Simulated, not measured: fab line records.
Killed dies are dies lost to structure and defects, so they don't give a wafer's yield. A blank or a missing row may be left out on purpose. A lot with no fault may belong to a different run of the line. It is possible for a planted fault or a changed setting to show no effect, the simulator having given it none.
What tool caused it? :: flow berkeleyCmos170 :: 14 lots, 42 wafers sampled, at 5 steps of a route of 331

WHAT EACH GAUGE READ, for each wafer
UCB170_GATE_THK_MEAS_02. Usual: for GATE_OXIDE_THK the level is 6.64 nm and the standard deviation is 0.16.
lot: L458
measured: day 7 19:52
on: filmMetro-01
GATE_OXIDE_THK (nm): 6.77 6.84 6.88
flag: 

lot: L461
measured: day 7 19:56
on: filmMetro-03
GATE_OXIDE_THK (nm): 6.83 6.84 6.87
flag: 

lot: L459
measured: day 7 19:56
on: filmMetro-01
GATE_OXIDE_THK (nm): 6.69 6.68 6.68
flag: 

lot: L463
measured: day 8 10:33
on: filmMetro-01
GATE_OXIDE_THK (nm): 6.75 6.72 6.86
flag: 

lot: L462
measured: day 8 10:35
on: filmMetro-04
GATE_OXIDE_THK (nm): 6.91 6.84 6.75
flag: 

lot: L466
measured: day 9 02:56
on: filmMetro-03
GATE_OXIDE_THK (nm): 6.62 6.60 6.80
flag: 

lot: L467
measured: day 9 13:04
on: filmMetro-03
GATE_OXIDE_THK (nm): 6.61 6.57 6.66
flag: 

lot: L468
measured: day 9 13:04
on: filmMetro-04
GATE_OXIDE_THK (nm): 6.42 6.46 6.50
flag: 

lot: L469
measured: day 10 03:50
on: filmMetro-03
GATE_OXIDE_THK (nm): 6.54 6.47 6.54
flag: 

lot: L470
measured: day 10 03:50
on: filmMetro-01
GATE_OXIDE_THK (nm): 6.59 6.67 6.50
flag: 

lot: L473
measured: day 10 10:19
on: filmMetro-01
GATE_OXIDE_THK (nm): 6.45 6.35 6.34
flag: 

lot: L474
measured: day 10 10:22
on: filmMetro-03
GATE_OXIDE_THK (nm): 6.38 6.45 6.42
flag: 

lot: L479
measured: day 11 12:16
on: filmMetro-04
GATE_OXIDE_THK (nm): 6.85 6.85 6.73
flag: 

lot: L480
measured: day 12 01:38
on: filmMetro-03
GATE_OXIDE_THK (nm): 6.46 6.59 6.57
flag: 

UCB170_GATE_THK_MEAS_05. Usual: for GATE_POLY_THK the level is 214.4 nm and the standard deviation is 1.7.
lot: L458
measured: day 8 02:51
on: filmMetro-04
GATE_POLY_THK (nm): 213.9 215.3 214.4
flag: 

lot: L461
measured: day 8 02:52
on: filmMetro-03
GATE_POLY_THK (nm): 216.2 217.6 217.3
flag: 

lot: L459
measured: day 8 02:55
on: filmMetro-04
GATE_POLY_THK (nm): 213.6 214.2 214.8
flag: 

lot: L463
measured: day 8 20:35
on: filmMetro-03
GATE_POLY_THK (nm): 215.2 216.3 216.2
flag: 

lot: L462
measured: day 8 20:37
on: filmMetro-01
GATE_POLY_THK (nm): 214.1 213.8 213.1
flag: 

lot: L466
measured: day 9 12:59
on: filmMetro-03
GATE_POLY_THK (nm): 214.2 212.1 213.2
flag: 

lot: L467
measured: day 9 21:19
on: filmMetro-01
GATE_POLY_THK (nm): 216.3 215.9 216.3
flag: 

lot: L468
measured: day 9 21:20
on: filmMetro-04
GATE_POLY_THK (nm): 214.5 214.8 213.7
flag: 

lot: L469
measured: day 10 11:30
on: filmMetro-03
GATE_POLY_THK (nm): 214.1 213.6 214.9
flag: 

lot: L470
measured: day 10 11:30
on: filmMetro-01
GATE_POLY_THK (nm): 214.2 214.9 214.8
flag: 

lot: L473
measured: day 10 16:26
on: filmMetro-01
GATE_POLY_THK (nm): 215.0 216.7 213.6
flag: 

lot: L474
measured: day 10 16:23
on: filmMetro-01
GATE_POLY_THK (nm): 214.0 213.6 214.5
flag: 

lot: L479
measured: day 11 18:34
on: filmMetro-01
GATE_POLY_THK (nm): 214.6 215.6 215.9
flag: 

lot: L480
measured: day 12 12:39
on: filmMetro-03
GATE_POLY_THK (nm): 216.6 215.8 213.5
flag: 

UCB170_SPACER_THK_MEAS_01. Usual: for SPACER_TEOS_THK the level is 377 nm and the standard deviation is 5.2.
lot: L458
measured: day 8 09:44
on: filmMetro-02
SPACER_TEOS_THK (nm): 368 371 374
flag: 

lot: L461
measured: day 8 10:05
on: filmMetro-02
SPACER_TEOS_THK (nm): 381 378 392
flag: 

lot: L459
measured: day 8 10:02
on: filmMetro-03
SPACER_TEOS_THK (nm): 377 379 378
flag: 

lot: L463
measured: day 9 03:24
on: filmMetro-02
SPACER_TEOS_THK (nm): 374 376 376
flag: 

lot: L462
measured: day 9 02:37
on: filmMetro-02
SPACER_TEOS_THK (nm): 379 375 373
flag: 

lot: L466
measured: day 9 18:43
on: filmMetro-03
SPACER_TEOS_THK (nm): 372 375 380
flag: 

lot: L467
measured: day 10 02:19
on: filmMetro-03
SPACER_TEOS_THK (nm): 376 378 387
flag: 

lot: L468
measured: day 10 03:02
on: filmMetro-01
SPACER_TEOS_THK (nm): 375 378 391
flag: 

lot: L469
measured: day 10 18:08
on: filmMetro-01
SPACER_TEOS_THK (nm): 346 350 359
flag: OFF

lot: L470
measured: day 10 17:51
on: filmMetro-01
SPACER_TEOS_THK (nm): 379 381 379
flag: 

lot: L473
measured: day 11 00:42
on: filmMetro-01
SPACER_TEOS_THK (nm): 381 383 377
flag: 

lot: L474
measured: day 10 22:50
on: filmMetro-01
SPACER_TEOS_THK (nm): 351 363 359
flag: OFF

lot: L479
measured: day 12 03:36
on: filmMetro-03
SPACER_TEOS_THK (nm): 373 375 380
flag: 

lot: L480
measured: day 12 22:33
on: filmMetro-02
SPACER_TEOS_THK (nm): 369 375 377
flag: 

WHICH TOOL RAN EACH LOT (tool, then ch and the chambers of the sampled wafers, then the start)
lot: L458
UCB170_PLDD_STRIP_10: plasmaAsher-04 ch 1, day 8 07:16
UCB170_SPACER_CVD_00: pecvd-03 ch 0,2, day 8 09:41

lot: L461
UCB170_PLDD_STRIP_10: plasmaAsher-02 ch 0,1, day 8 07:32
UCB170_SPACER_CVD_00: pecvd-01 ch 0,1,2, day 8 10:02

lot: L459
UCB170_PLDD_STRIP_10: plasmaAsher-03 ch 0,1, day 8 07:23
UCB170_SPACER_CVD_00: pecvd-04 ch 0,1,2, day 8 09:59

lot: L463
UCB170_PLDD_STRIP_10: plasmaAsher-03 ch 0,1, day 9 01:23
UCB170_SPACER_CVD_00: pecvd-04 ch 0,1,2, day 9 03:21

lot: L462
UCB170_PLDD_STRIP_10: plasmaAsher-03 ch 0,1, day 9 00:18
UCB170_SPACER_CVD_00: pecvd-03 ch 0,1,2, day 9 02:34

lot: L466
UCB170_PLDD_STRIP_10: plasmaAsher-03 ch 0,1, day 9 16:40
UCB170_SPACER_CVD_00: pecvd-01 ch 0,2, day 9 18:40

lot: L467
UCB170_PLDD_STRIP_10: plasmaAsher-02 ch 1, day 10 00:18
UCB170_SPACER_CVD_00: pecvd-04 ch 0,1,2, day 10 02:16

lot: L468
UCB170_PLDD_STRIP_10: plasmaAsher-04 ch 0,1, day 10 00:32
UCB170_SPACER_CVD_00: pecvd-04 ch 0,1, day 10 02:59

lot: L469
UCB170_PLDD_STRIP_10: plasmaAsher-04 ch 0,1, day 10 15:50
UCB170_SPACER_CVD_00: pecvd-04 ch 0,1,2, day 10 18:05

lot: L470
UCB170_PLDD_STRIP_10: plasmaAsher-02 ch 0,1, day 10 15:50
UCB170_SPACER_CVD_00: pecvd-01 ch 0,1, day 10 17:49

lot: L473
UCB170_PLDD_STRIP_10: plasmaAsher-03 ch 0,1, day 10 20:13
UCB170_SPACER_CVD_00: pecvd-03 ch 0,1,2, day 11 00:40

lot: L474
UCB170_PLDD_STRIP_10: plasmaAsher-04 ch 0,1, day 10 20:08
UCB170_SPACER_CVD_00: pecvd-04 ch 0,1,2, day 10 22:48

lot: L479
UCB170_PLDD_STRIP_10: plasmaAsher-04 ch 0,1, day 12 00:46
UCB170_SPACER_CVD_00: pecvd-03 ch 0,2, day 12 03:34

lot: L480
UCB170_PLDD_STRIP_10: plasmaAsher-04 ch 0,1, day 12 19:32
UCB170_SPACER_CVD_00: pecvd-01 ch 1,2, day 12 22:31
- UCB170_PLDD_STRIP_10: strips in O2.
- UCB170_SPACER_CVD_00: deposits SiO2 from TEOS/O2, target thk 376 nm, time 47 s.

WHAT THE TOOLS THEMSELVES READ (means of the sampled wafers that have a number; where no wafer has one, the mark that the record gives instead)
UCB170_PLDD_STRIP_10. Usual: drypumpMotorCurrentA 5.5 A, standard deviation 0.47; o2FlowSccm 400.0 sccm, standard deviation 1.1; oesProductAu 0.735 a.u., standard deviation 0.0046; stripTimeToEndpointS 21.63 s, standard deviation 0.071.
lot: L458
tool: plasmaAsher-04
drypumpMotorCurrentA (A): 5.7
o2FlowSccm (sccm): 401.4
oesProductAu (a.u.): 0.733
stripTimeToEndpointS (s): 21.58
flag: 

lot: L461
tool: plasmaAsher-02
drypumpMotorCurrentA (A): 5.6
o2FlowSccm (sccm): 399.2
oesProductAu (a.u.): 0.737
stripTimeToEndpointS (s): 21.55
flag: 

lot: L459
tool: plasmaAsher-03
drypumpMotorCurrentA (A): 5.7
o2FlowSccm (sccm): 399.5
oesProductAu (a.u.): 0.737
stripTimeToEndpointS (s): 21.68
flag: 

lot: L463
tool: plasmaAsher-03
drypumpMotorCurrentA (A): 5.3
o2FlowSccm (sccm): 398.6
oesProductAu (a.u.): 0.732
stripTimeToEndpointS (s): 21.62
flag: 

lot: L462
tool: plasmaAsher-03
drypumpMotorCurrentA (A): 5.7
o2FlowSccm (sccm): 400.6
oesProductAu (a.u.): 0.732
stripTimeToEndpointS (s): 21.72
flag: 

lot: L466
tool: plasmaAsher-03
drypumpMotorCurrentA (A): 5.7
o2FlowSccm (sccm): 400.3
oesProductAu (a.u.): 0.736
stripTimeToEndpointS (s): 21.62
flag: 

lot: L467
tool: plasmaAsher-02
drypumpMotorCurrentA (A): 5.8
o2FlowSccm (sccm): 399.2
oesProductAu (a.u.): 0.737
stripTimeToEndpointS (s): 21.71
flag: 

lot: L468
tool: plasmaAsher-04
drypumpMotorCurrentA (A): 5.5
o2FlowSccm (sccm): 399.4
oesProductAu (a.u.): 0.735
stripTimeToEndpointS (s): 21.70
flag: 

lot: L469
tool: plasmaAsher-04
drypumpMotorCurrentA (A): 5.5
o2FlowSccm (sccm): 400.4
oesProductAu (a.u.): 0.732
stripTimeToEndpointS (s): 21.77
flag: 

lot: L470
tool: plasmaAsher-02
drypumpMotorCurrentA (A): 5.3
o2FlowSccm (sccm): 399.8
oesProductAu (a.u.): 0.729
stripTimeToEndpointS (s): 21.66
flag: 

lot: L473
tool: plasmaAsher-03
drypumpMotorCurrentA (A): 5.3
o2FlowSccm (sccm): 401.1
oesProductAu (a.u.): 0.736
stripTimeToEndpointS (s): 21.52
flag: 

lot: L474
tool: plasmaAsher-04
drypumpMotorCurrentA (A): 5.6
o2FlowSccm (sccm): 400.9
oesProductAu (a.u.): 0.736
stripTimeToEndpointS (s): 21.68
flag: 

lot: L479
tool: plasmaAsher-04
drypumpMotorCurrentA (A): 5.6
o2FlowSccm (sccm): 400.4
oesProductAu (a.u.): 0.734
stripTimeToEndpointS (s): 21.58
flag: 

lot: L480
tool: plasmaAsher-04
drypumpMotorCurrentA (A): 5.6
o2FlowSccm (sccm): 400.4
oesProductAu (a.u.): 0.734
stripTimeToEndpointS (s): 21.66
flag: 

UCB170_SPACER_CVD_00. Usual: heaterPowerW 284 W, standard deviation 65; runLengthS 75.0 s, standard deviation 0.53; susceptorTempC 389.99 C, standard deviation 0.22.
lot: L458
tool: pecvd-03
heaterPowerW (W): 181
runLengthS (s): 75.1
susceptorTempC (C): 389.97
flag: 

lot: L461
tool: pecvd-01
heaterPowerW (W): 306
runLengthS (s): 75.1
susceptorTempC (C): 389.97
flag: 

lot: L459
tool: pecvd-04
heaterPowerW (W): 275
runLengthS (s): 74.9
susceptorTempC (C): 389.96
flag: 

lot: L463
tool: pecvd-04
heaterPowerW (W): 289
runLengthS (s): 75.0
susceptorTempC (C): 389.71
flag: 

lot: L462
tool: pecvd-03
heaterPowerW (W): 237
runLengthS (s): 74.9
susceptorTempC (C): 390.02
flag: 

lot: L466
tool: pecvd-01
heaterPowerW (W): 348
runLengthS (s): 75.3
susceptorTempC (C): 389.96
flag: 

lot: L467
tool: pecvd-04
heaterPowerW (W): 315
runLengthS (s): 75.0
susceptorTempC (C): 390.21
flag: 

lot: L468
tool: pecvd-04
heaterPowerW (W): 257
runLengthS (s): 75.1
susceptorTempC (C): 390.08
flag: 

lot: L469
tool: pecvd-04
heaterPowerW (W): 301
runLengthS (s): 72.6
susceptorTempC (C): -
flag: OFF

lot: L470
tool: pecvd-01
heaterPowerW (W): 322
runLengthS (s): 75.3
susceptorTempC (C): 389.90
flag: 

lot: L473
tool: pecvd-03
heaterPowerW (W): 241
runLengthS (s): 75.1
susceptorTempC (C): 389.91
flag: 

lot: L474
tool: pecvd-04
heaterPowerW (W): 310
runLengthS (s): 72.2
susceptorTempC (C): -
flag: OFF

lot: L479
tool: pecvd-03
heaterPowerW (W): 181
runLengthS (s): 75.4
susceptorTempC (C): 389.78
flag: 

lot: L480
tool: pecvd-01
heaterPowerW (W): 279
runLengthS (s): 74.7
susceptorTempC (C): 390.01
flag: 

THE ANSWER, worked out from the rows above alone
Rule: a lot is off if the mean of its wafers that have a number lies more than 3 standard deviations from the usual mean. A lot without any number at a reading at which 4 lots or more have one is off too. Any other lot the step has rows for is counted as sound. The gauges are gone through in route order, then the tools' own readings, and for those a lot's mean is taken as printed above. The first step at which some lot is off is used, and at that step the reading that is off furthest; a lot without a number counts as furthest.
Off: at UCB170_SPACER_THK_MEAS_01 (SPACER_TEOS_THK), L469, L474.
A tool fits if, at a process step before that reading, it ran every lot that is off, and no sound lot after the first of them. Not tried: the gauges at UCB170_SPACER_THK_MEAS_01; whatever is off there is also off at UCB170_SPACER_CVD_00, on other tools, and gauge error can't account for it. One candidate fits, namely pecvd-04 at UCB170_SPACER_CVD_00. A fault onset in the window from L468 (day 10 02:59, its last sound lot) to L469 (day 10 18:05, its first lot off) fits.
On the lots that are off, the tool's own readings at UCB170_SPACER_CVD_00 differ by more than 5 times the standard deviation of the sound lots' means, which bears it out; runLengthS reads 72.4 s there versus 75.1 s on the sound lots.
Blank at UCB170_SPACER_CVD_00 on the lots that are off, where sound lots have numbers: susceptorTempC.

WHAT THE SIMULATOR PUT IN
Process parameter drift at UCB170_SPACER_CVD_00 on pecvd-04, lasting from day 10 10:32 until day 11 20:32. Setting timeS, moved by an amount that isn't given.
Lots struck among those shown: L469, L474. The rule above found the same.
